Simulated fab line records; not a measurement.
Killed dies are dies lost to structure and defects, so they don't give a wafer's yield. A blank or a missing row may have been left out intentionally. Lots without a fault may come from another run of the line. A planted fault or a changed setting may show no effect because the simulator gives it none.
2 desks looking at one fault	flow rit cmos	numbers are kept per desk, each desk with only its own; the story behind them comes last

## AT THE TOOL OWNER'S DESK: lpcvd-02
The tool's own readings at RIT_ACTIVE_CVD_03 (deposits Si3N4 from SiH2Cl2/NH3, target thk 150 nm, time 1500 s): means of the sampled wafers that have a number, for each lot that ran on this tool. Any lot whose mean is over 4 standard deviations away from the usual mean is out of limits and marked OUT; that distance is given in the brackets.
Columns: A = spike tc source C at RIT_ACTIVE_CVD_03, usual 831.1 C
lot	first seen here	A
L864	day 1 17:40	830.1
L865	day 1 23:45	831.3
L866	day 2 03:14	828.7
L867	day 2 09:22	831.4
L869	day 2 18:29	828.0
L870	day 2 23:15	830.6
L872	day 3 13:53	831.4
L884	day 5 22:47	830.9
L885	day 6 03:09	829.2
This desk found nothing out of limits on any of the 9 lots.

## FROM THE METROLOGY DESK
What the gauges read, lot by lot, whatever tool the lot ran on: means of the sampled wafers that have a number. Any lot whose mean is over 4 standard deviations away from the usual mean is out of limits and marked OUT; that distance is given in the brackets.
Columns: A = ACTIVE_NITRIDE_THK at RIT_ACTIVE_THK_MEAS_04, usual 150.0 nm; B = PRETRO_OVL at RIT_PRETRO_OVL_MEAS_06, usual 0.0 nm
lot	first seen here	A	B
L864	day 1 19:05	149.5	-0.6
L865	day 2 01:11	151.5	-0.5
L866	day 2 04:39	150.0	-0.4
L867	day 2 10:47	148.7	-0.1
L868	day 2 14:36	147.4	1.0
L869	day 2 19:55	151.5	0.0
L870	day 3 00:40	113.1 (-25) OUT	-1.0
L871	day 3 06:52	150.5	1.9
L872	day 3 16:01	114.3 (-24) OUT	-0.8
L876	day 4 08:09	149.9	-0.4
L880	day 5 02:32	149.1	-1.2
L883	day 5 19:52	149.0	0.8
L884	day 6 00:12	152.9	0.3
L885	day 6 04:34	150.8	0.1
Finding of this desk: L870, L872 out of limits, first seen on L870 at day 3 00:40 (ACTIVE_NITRIDE_THK at RIT_ACTIVE_THK_MEAS_04). Within limits: L864, L865, L866, L867, L868, L869, L871, L876, L880, L883, L884, L885.

## ALL TOGETHER
At day 3 00:40 the metrology desk could have sounded an alarm, on L870, L872.
The tool owner's desk saw nothing out of limits.
The tool owner's desk has L870, L872 on record, within its limits.
RIT_ACTIVE_CVD_03 was run on lpcvd-02 by each of the lots named.

## WHAT HAD BEEN PUT IN BY THE SIMULATOR
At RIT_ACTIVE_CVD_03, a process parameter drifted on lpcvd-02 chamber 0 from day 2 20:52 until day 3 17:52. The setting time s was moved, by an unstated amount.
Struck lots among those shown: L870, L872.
Hours from the fault's start to each desk's first reading out of limits: the metrology desk, 4.
